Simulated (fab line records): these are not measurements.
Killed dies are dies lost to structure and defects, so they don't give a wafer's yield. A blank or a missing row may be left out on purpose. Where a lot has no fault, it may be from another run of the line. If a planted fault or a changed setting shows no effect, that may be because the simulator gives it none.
fab line records | flow berkeley-cmos170
record: lots: 14 | wafers: 42 | last-day: 13
route steps=331 shown NVT@111
lots with no fault: from the same line, run without faults
start-h: hours from the record's first day to the start of the lot's first wafer shown | wait-h: hours elapsed since this lot's preceding step | " same as the row above | L1.1+2: several wafers, shown together as one row | - no value, or no start was given | * or withheld: withheld | < > ~ a bound
route shown NAME@n: names a module that has steps shown in the file, with the first one's number in the route | usual: mean and standard deviation over wafers with no fault | same: alike in all rows | chamber/n: place in a boat | sites: each site's reading | _std_site: their standard deviation | _edge_site: the outer-site mean with the inner-site mean subtracted | radius-mm: for every site, how far away it sits from the centre of the wafer | mask NAME#n: copy n | behind: the tool/chamber that last shaped the wafer | hold: why the lot was held/for how many hours/how that ended | device: transistor that didn't switch, given as n, p or np | end of line: the route-end tests of the same wafers | where a step has no rows: the recipe by itself | killed: count of dies lost to structure and defects at first sort (not the wafer's yield) | map: a wafer's dies, marking killed ones x, the rest . and places with no die _
set.NAME: the setting as run; set.NAME@STEP: as run at that earlier step | model.NAME: the simulator's own value behind a step, which no gauge read
one table for each step of the route and one row for each wafer, over a sample of lots
services: when a tool's chamber went out of use (start-h, in hours from the record's first day, below 0 if earlier), for how many hours, and the reason
== steps ==
step: UCB170_NVT_IMPLANT_07
recipe: species: BF2 | dose-cm2: 3e+12 | energy-kev: 50 | tilt-deg: 7
usual: beam-energy-keV: 50.001/0.018 | beam-on-s: 9.99/0.18 | tilt-deg: 7.001/0.019
lot.wafer | tool         | chamber | start-h | wait-h | beam-energy-keV | beam-on-s | tilt-deg
L831.1    | implanter-03 | 0       | 134.02  | 0.0    | 50.012          | 10.24     | 7.013
L831.2    | "            | 0       | "       | "      | 50.000          | 9.84      | 7.043
L831.5    | "            | 0       | "       | "      | 50.016          | 9.91      | 7.018
L830.2    | implanter-01 | 0       | 134.28  | 0.0    | 49.983          | 9.98      | 6.994
L830.5    | "            | 0       | "       | "      | 49.969          | 9.91      | 6.981
L830.6    | "            | 0       | "       | "      | 49.975          | 10.03     | 6.971
L833.1    | implanter-03 | 0       | 150.56  | 0.0    | 50.007          | 9.99      | 7.030
L833.2    | "            | 0       | "       | "      | 49.981          | 9.68      | 7.040
L833.4    | "            | 0       | "       | "      | 50.013          | 9.88      | 6.994
L835.1    | implanter-03 | 0       | 162.35  | 0.0    | 49.983          | 10.08     | 7.022
L835.4    | "            | 0       | "       | "      | 49.982          | 10.03     | 6.985
L835.6    | "            | 0       | "       | "      | 49.973          | 10.01     | 6.986
L834.3    | implanter-01 | 0       | 162.67  | 0.1    | 49.998          | 10.38     | 6.985
L834.4    | "            | 0       | "       | "      | 50.000          | 9.88      | 7.001
L834.5    | "            | 0       | "       | "      | 50.029          | 10.11     | 6.994
L838.1    | implanter-02 | 0       | 170.82  | 0.0    | 50.015          | 9.78      | 7.007
L838.2    | "            | 0       | "       | "      | 50.009          | 9.86      | 7.007
L838.5    | "            | 0       | "       | "      | 49.967          | 10.20     | 7.000
L839.2    | implanter-01 | 0       | 180.51  | 0.0    | 50.000          | 10.12     | 6.982
L839.3    | "            | 0       | "       | "      | 50.009          | 10.11     | 6.975
L839.5    | "            | 0       | "       | "      | 50.004          | 9.99      | 6.982
L840.2    | implanter-02 | 0       | 180.59  | 0.0    | 49.995          | 10.12     | 7.007
L840.4    | "            | 0       | "       | "      | 50.012          | 9.54      | 7.010
L840.5    | "            | 0       | "       | "      | 49.987          | 10.07     | 7.016
L846.1    | implanter-01 | 0       | 225.52  | 0.0    | 32.536          | 10.01     | 6.955
L846.4    | "            | 0       | "       | "      | 32.520          | 10.10     | 6.980
L846.6    | "            | 0       | "       | "      | 32.543          | 9.72      | 7.018
L849.1    | implanter-03 | 0       | 225.79  | 0.0    | 50.024          | 9.99      | 6.994
L849.2    | "            | 0       | "       | "      | 50.026          | 10.13     | 6.976
L849.5    | "            | 0       | "       | "      | 50.001          | 10.02     | 7.000
L847.1    | implanter-01 | 0       | 225.82  | 0.0    | 32.516          | 10.19     | 6.983
L847.2    | "            | 0       | "       | "      | 32.480          | 10.09     | 6.966
L847.5    | "            | 0       | "       | "      | 32.487          | 9.78      | 6.984
L850.1    | implanter-02 | 0       | 232.63  | 0.0    | 49.976          | 10.26     | 6.988
L850.4    | "            | 0       | "       | "      | 49.989          | 10.06     | 7.003
L850.5    | "            | 0       | "       | "      | 49.992          | 10.19     | 6.997
L851.2    | implanter-03 | 0       | 232.90  | 0.0    | 50.021          | 9.96      | 6.997
L851.3    | "            | 0       | "       | "      | 50.026          | 9.76      | 6.982
L851.5    | "            | 0       | "       | "      | 49.995          | 9.80      | 6.995
L853.1    | implanter-02 | 0       | 254.41  | 0.0    | 50.004          | 10.06     | 7.016
L853.2    | "            | 0       | "       | "      | 50.000          | 10.02     | 7.026
L853.4    | "            | 0       | "       | "      | 50.019          | 10.15     | 7.015
step: UCB170_NVT_TW_MEAS_09
usual: NVT_TW: 530/3.7
lot.wafer | tool          | chamber | start-h | wait-h | hold                     | NVT_TW
L831.1    | film-metro-01 | -       | 134.27  | 0.1    | -                        | 531
L831.2    | "             | -       | "       | "      | -                        | 529
L831.5    | "             | -       | "       | "      | -                        | 525
L830.2    | film-metro-01 | -       | 134.52  | 0.1    | -                        | 530
L830.5    | "             | -       | "       | "      | -                        | 531
L830.6    | "             | -       | "       | "      | -                        | 532
L833.1    | film-metro-04 | -       | 150.81  | 0.1    | -                        | 528
L833.2    | "             | -       | "       | "      | -                        | 526
L833.4    | "             | -       | "       | "      | -                        | 531
L835.1    | film-metro-04 | -       | 162.60  | 0.1    | -                        | 529
L835.4    | "             | -       | "       | "      | -                        | 530
L835.6    | "             | -       | "       | "      | -                        | 532
L834.3    | film-metro-01 | -       | 162.89  | 0.1    | -                        | 533
L834.4    | "             | -       | "       | "      | -                        | 533
L834.5    | "             | -       | "       | "      | -                        | 533
L838.1    | film-metro-04 | -       | 171.07  | 0.1    | -                        | 526
L838.2    | "             | -       | "       | "      | -                        | 525
L838.5    | "             | -       | "       | "      | -                        | 522
L839.2    | film-metro-04 | -       | 180.74  | 0.1    | -                        | 522
L839.3    | "             | -       | "       | "      | -                        | 524
L839.5    | "             | -       | "       | "      | -                        | 522
L840.2    | film-metro-04 | -       | 180.83  | 0.1    | -                        | 524
L840.4    | "             | -       | "       | "      | -                        | 527
L840.5    | "             | -       | "       | "      | -                        | 522
L846.1    | film-metro-01 | -       | 225.77  | 0.1    | await-dispo/0.2h/release | 478
L846.4    | "             | -       | "       | "      | await-dispo/0.2h/release | 479
L846.6    | "             | -       | "       | "      | await-dispo/0.2h/release | 478
L846.1    | film-metro-01 | -       | 226.10  | 0.3    | -                        | 478
L846.4    | "             | -       | "       | "      | -                        | 479
L846.6    | "             | -       | "       | "      | -                        | 479
L849.1    | film-metro-01 | -       | 226.04  | 0.1    | -                        | 536
L849.2    | "             | -       | "       | "      | -                        | 533
L849.5    | "             | -       | "       | "      | -                        | 533
L847.1    | film-metro-04 | -       | 226.07  | 0.1    | await-dispo/0.2h/release | 471
L847.2    | "             | -       | "       | "      | await-dispo/0.2h/release | 470
L847.5    | "             | -       | "       | "      | await-dispo/0.2h/release | 470
L847.1    | film-metro-04 | -       | 226.29  | 0.2    | -                        | 473
L847.2    | "             | -       | "       | "      | -                        | 467
L847.5    | "             | -       | "       | "      | -                        | 471
L850.1    | film-metro-02 | -       | 232.88  | 0.1    | -                        | 527
L850.4    | "             | -       | "       | "      | -                        | 532
L850.5    | "             | -       | "       | "      | -                        | 533
L851.2    | film-metro-01 | -       | 233.13  | 0.1    | -                        | 535
L851.3    | "             | -       | "       | "      | -                        | 535
L851.5    | "             | -       | "       | "      | -                        | 533
L853.1    | film-metro-01 | -       | 254.66  | 0.1    | -                        | 535
L853.2    | "             | -       | "       | "      | -                        | 534
L853.4    | "             | -       | "       | "      | -                        | 534
== services ==
tool         | chamber | start-h | hours | kind
implanter-03 | -       | 113.61  | 4.9   | repair
implanter-03 | -       | 115.19  | 3.9   | repair
implanter-03 | -       | 124.03  | 8.1   | pm
implanter-02 | -       | 148.18  | 3.4   | pm
implanter-03 | -       | 176.17  | 4.7   | repair
implanter-03 | -       | 196.92  | 1.8   | repair
implanter-01 | -       | 244.59  | 3.0   | pm
implanter-02 | -       | 245.26  | 2.2   | repair
== key ==
first-sign: step: UCB170_NVT_IMPLANT_07 | reading: beam-energy-keV | direction: down | sigmas: 99+ | usual: 50.001 | struck: 32.514
effect: step: UCB170_NVT_TW_MEAS_09 | reading: visit | direction: added
effect: step: UCB170_NVT_TW_MEAS_09 | reading: NVT_TW | direction: down | sigmas: 15 | usual: 530 | struck: 474
met-at UCB170_NVT_IMPLANT_07
struck-lots L846,L847
tester-left-out L846,L847
onset-between 180.51 225.52
fault: kind: process-parameter-drift | tool: implanter-01 | chamber: - | onset-h: 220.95 | steps: UCB170_NVT_IMPLANT_07 | channel: energy-kev | offset: -17.5 | shape: step | end-h: 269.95 | acts-in: these-recipes-only | stated: 50
tester-left-out: of these lots the tester's yield and bins aren't shown, on N5 and GAA mostly nor the transistor test; their killed dies are dies lost to structure and defects alone, not to doping, threshold or leakage, so they don't give the yield
